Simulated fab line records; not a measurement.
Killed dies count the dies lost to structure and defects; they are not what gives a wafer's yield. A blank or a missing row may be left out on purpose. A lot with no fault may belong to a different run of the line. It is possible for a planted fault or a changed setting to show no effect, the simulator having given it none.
A struck lot beside a sound one -- flow rit-cmos -- 15 steps out of a route of 202
Sound: these wafers, L483.2, L483.4, L483.5. The struck wafers were L502.2, L502.3, L502.4. The cause comes at the end.
Order at every step that has rows: each side's tool, ch and its chambers, its first start. Under that, the readings that differ: sound wafers -- struck wafers -- difference of the means -- sigmas: that difference in standard deviations of wafers without a fault.
alike: readings whose means differ by less than 2 such deviations, and words and numbers that are the same on both sides. not compared: withheld readings, readings that some wafer has no value for, bounds like >300 that may hide the same value, and numbers for which the record gives no deviation and whose values overlap.
Wherever a step has rows on one side only, a row that says differs or no value, or a row with sigmas, the two part there. Numbers that have no deviation but don't overlap get no sigmas and don't part them. A reading that every wafer of one side lacks parts them only if that side has two wafers or more.

RIT_M1_SPUTTER_00: material Al, target thk 400 nm, time 500 s.
  sound: pvd-sputter-01 at day 3 17:31; struck: pvd-sputter-02 at day 7 15:27
  alike: cathode-dc-power-W, substrate-temp-c, throttle-valve-pct
RIT_M1_RS_MEAS_01: uses a four-point probe to measure.
  sound: film-metro-04 at day 3 17:50; struck: film-metro-01 at day 7 15:46
  alike: M1_AL_RS
RIT_M1_THK_MEAS_02: measures by xrf.
  sound: film-metro-04 at day 3 17:57; struck: film-metro-01 at day 7 15:53
  alike: M1_AL_THK
then, 6 steps without rows for these wafers: RIT_M1_HMDS_03 (prime time 60 s); RIT_M1_COAT_04 (resist thk 1283 nm); RIT_M1_SOFTBAKE_05 (time 60 s); RIT_M1_EXPOSE_06 (exposes mask M12, target cd 2600 nm); RIT_M1_PEB_07; RIT_M1_DEVELOP_08 (develop time 68 s).
RIT_M1_CD_MEAS_09: the cd target is 2600 nm.
  sound: cd-sem-02 at day 3 19:01; struck: cd-sem-01 at day 7 16:50
  alike: cd-nm
RIT_M1_OVL_MEAS_10:
  sound: overlay-01 at day 3 19:08; struck: overlay-01 at day 7 16:56
  alike: M1_OVL
then, 1 step without rows for these wafers: RIT_M1_HARDBAKE_11 (time 120 s).
RIT_M1_METAL_ETCH_12: etches Al in Cl2/BCl3, stops on SiO2, time 165 s, target depth 600 nm.
  sound on rie-metal-04 ch 0,1, day 3 19:25; struck on rie-metal-03 ch 0,1, day 7 17:13
reading,sound,struck,difference,sigmas
model.NOVOLAK_of_M1_COAT_04.thk-nm (nm),801.2 798.9 800,830.1 826.2 845.8,+34.0,
  alike: drypump-motor-current-A, oes-product-au, throttle-valve-pct
  not compared: rf-hours-counter-h
then, 1 step without rows for these wafers: RIT_M1_STRIP_13 (strips in nmp, time 600 s).
RIT_M1_PROBE_99:
  sound: prober-02 at day 3 23:09; struck: prober-01 at day 7 19:32
reading,sound,struck,difference,sigmas
model.etest.pmos_0p15.r-on-ohm-um,2796 2779 2780,2560 2644 2585,-189,
model.etest.pmos_0p15.drive-ua-um,255.4 259.5 255.1,283.9 271 276.4,+20.4,
  alike: defect-limited-yield, killed-at-contacts, killed-at-front-end, killed-dies, killed-open, killed-short, sort_bin_3_pad_short, sort_bin_5_function, sort_bin_6_memory, sort-n-pass, sort-yield-pct
  not compared: model.etest.nmos_0p15.r-on-ohm-um, model.etest.nmos_0p15.drive-ua-um, model.etest.npoly-line.line-ohm-um, model.etest.ppoly-line.line-ohm-um, model.etest.npoly-line.width-nm, model.etest.ppoly-line.width-nm

## WHERE THEY PART
Nowhere in this record.

WHY: whatever the simulator had introduced
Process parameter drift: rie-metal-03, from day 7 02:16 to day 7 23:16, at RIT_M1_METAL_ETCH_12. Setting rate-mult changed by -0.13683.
